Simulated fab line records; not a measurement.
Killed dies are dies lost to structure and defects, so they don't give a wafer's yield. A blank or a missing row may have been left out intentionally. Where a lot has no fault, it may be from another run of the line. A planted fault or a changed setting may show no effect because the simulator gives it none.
Problem report in the 8D (eight disciplines) form, filled by code + flow berkeley cmos170 + the parts of the form that need people (team, actions taken, sign-off) are left out

== 1. WHAT WENT WRONG ==
At UCB170_NSD_SOFTBAKE_02, run length s averages 91.34 s over 6 wafers from 2 lots, while fault-free wafers read 89.27 s, standard deviation 0.18. Relative to the usual mean, that is a shift of +12 standard deviations.
The step: time 60 s.
First observed at day 8 19:31: wafer L621.2, on litho track-03. The record holds 42 wafers of 14 lots with a number at this step. By rule, "out" or "out of limits" means more than 4 standard deviations away from the usual mean. All remaining wafers that have a number are taken as sound.

== 2. WHAT IT IS; WHAT IT IS NOT ==
| question                    | is                     | is not                                                                                             |
|-----------------------------|------------------------|----------------------------------------------------------------------------------------------------|
| which readings at this step | run length s           | chill plate temp C                                                                                 |
| which lots                  | L621, L622             | L612, L613, L614, L615, L616, L617, L625, L629, L630, L631, L633, L634                             |
| which wafers of those lots  | all that have a number | -                                                                                                  |
| read on which tools         | litho track-03         | litho track-01, litho track-04                                                                     |
| when                        | from day 8 19:31       | up to then (18 sound wafers); but 18 sound wafers of L625, L629, L630, L631, L633, L634 came after |

== 3. THE SUSPECTS, EACH WITH WHAT RULES IT OUT ==
Counting: a tool at any process step up to the reading remains a suspect when it ran all the lots that are out and ran no sound lot after the first of those.
- litho track-03 at UCB170_NSD_SOFTBAKE_02 (time 60 s): kept. It processed each lot that is out, first L621 at day 8 19:31, and no sound lot thereafter; up to then, the last sound lot it processed was L615 at day 7 06:38. Its own readings are out on those wafers: run length s.
Left after counting: litho track-03 at UCB170_NSD_SOFTBAKE_02.

== 4. THE CAUSE (what the simulator had put in) ==
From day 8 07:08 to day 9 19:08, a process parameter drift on litho track-03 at UCB170_NSD_SOFTBAKE_02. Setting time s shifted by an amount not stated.
Counting left only this tool.

== 5. THE EFFECT CHAIN, in route order ==
Each row: a reading whose mean over the struck wafers that have a number lies more than 3 standard deviations from the usual. Only readings whose record carries a usual standard deviation are examined. hours: median over the lots of the time between each lot's start at the first step of this table that gives one and its start at this step. sigmas: the change, counted in usual standard deviations.
| hours | step                   | reading      | usual   | on struck wafers | change | sigmas |
|-------|------------------------|--------------|---------|------------------|--------|--------|
| 0     | UCB170_NSD_SOFTBAKE_02 | run length s | 89.27 s | 91.34            | +2.07  | +12    |
Process steps it contains:
- UCB170_NSD_SOFTBAKE_02: time 60 s.

== 6. HOW IT WOULD HAVE BEEN CAUGHT EARLIER ==
First out-of-limits reading in this record: day 8 19:31, which is 12 hours after fault onset at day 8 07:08.
